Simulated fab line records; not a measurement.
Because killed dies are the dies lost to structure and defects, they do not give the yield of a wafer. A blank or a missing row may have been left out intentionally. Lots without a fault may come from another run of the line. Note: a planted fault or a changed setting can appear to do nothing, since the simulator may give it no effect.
A lot that was struck, set against a sound lot    flow rit_cmos    15 steps out of a route of 202
Sound: wafers L811.2, L811.5, L811.6. The struck wafers were L813.2, L813.3, L813.4. The cause comes at the end.
Order at every step that has rows: each side's tool, ch and its chambers, its first start. Under that, the readings that differ: sound wafers    struck wafers    difference of the means    sigmas: that difference in standard deviations of wafers without a fault.
alike: words and numbers the same on both sides, and readings whose means are apart by under 2 such deviations; not compared: readings that were withheld, readings missing a value for some wafer, numbers with overlapping values and no deviation given by the record, and bounds like >300 which may hide the same value.
Wherever a step has rows on one side only, a row that says differs or no value, or a row with sigmas, the two part there. Non-overlapping numbers with no deviation appear without sigmas and do not part them. Lack of a reading on every wafer of one side parts them only where that side has two or more wafers.

first, 1 step without rows for these wafers: RIT_PRETRO_DEVELOP_05 (develop time 68 s).
RIT_PRETRO_OVL_MEAS_06:
  sound: overlay-02 at day 3 23:04; struck: overlay-02 at day 4 09:23
  alike: PRETRO_OVL
then, 2 steps without rows for these wafers: RIT_PRETRO_HARDBAKE_07 (time 120 s); RIT_PRETRO_IMPLANT_08.
RIT_PRETRO_STRIP_09: strips in O2, time 180 s.
  sound on plasma_asher-02 ch 0,1, day 3 23:29; struck on plasma_asher-01 ch 0,1, day 4 09:49
  alike: drypump_motor_current_A
  not compared: rf_hours_counter_h
RIT_PRETRO_TW_MEAS_10:
  sound: film_metro-04 at day 3 23:40; struck: film_metro-04 at day 4 09:59
  alike: PRETRO_TW
then, 5 steps without rows for these wafers: RIT_GATE_WET_ETCH_00 (etches SiO2 in BOE, target depth 56 nm, time 60 s); RIT_GATE_CLEAN_01 (cleans in SC1, time 600 s); RIT_GATE_CLEAN_02 (cleans in dHF, time 30 s); RIT_GATE_CLEAN_03 (cleans in SC2, time 600 s); RIT_GATE_CLEAN_04 (cleans in dHF, time 60 s).
RIT_FOX2_THK_MEAS_91:
  sound: film_metro-04 at day 4 00:10; struck: film_metro-04 at day 4 10:29
  alike: FIELD_OXIDE_LEFT_2_THK
RIT_GATE_OXIDATION_05: target thk 3 nm, ox time 270 s.
  sound on furnace-02 ch 0, day 4 00:13; struck on furnace-02, day 4 10:32
  no value came back on the struck wafers for ox_temp_c (C), ox_temp_c_max; on the sound wafers ox_temp_c (C) reads 900.8 900.7 901.0
then, 2 steps without rows for these wafers: RIT_GATE_ANNEAL_06 (time 600 s); RIT_GATE_CVD_08 (deposits poly-Si from SiH4, target thk 250 nm, time 2220 s).

WHERE THEY PART
RIT_GATE_OXIDATION_05 only, going by this record.

WHY: what had been put in by the simulator
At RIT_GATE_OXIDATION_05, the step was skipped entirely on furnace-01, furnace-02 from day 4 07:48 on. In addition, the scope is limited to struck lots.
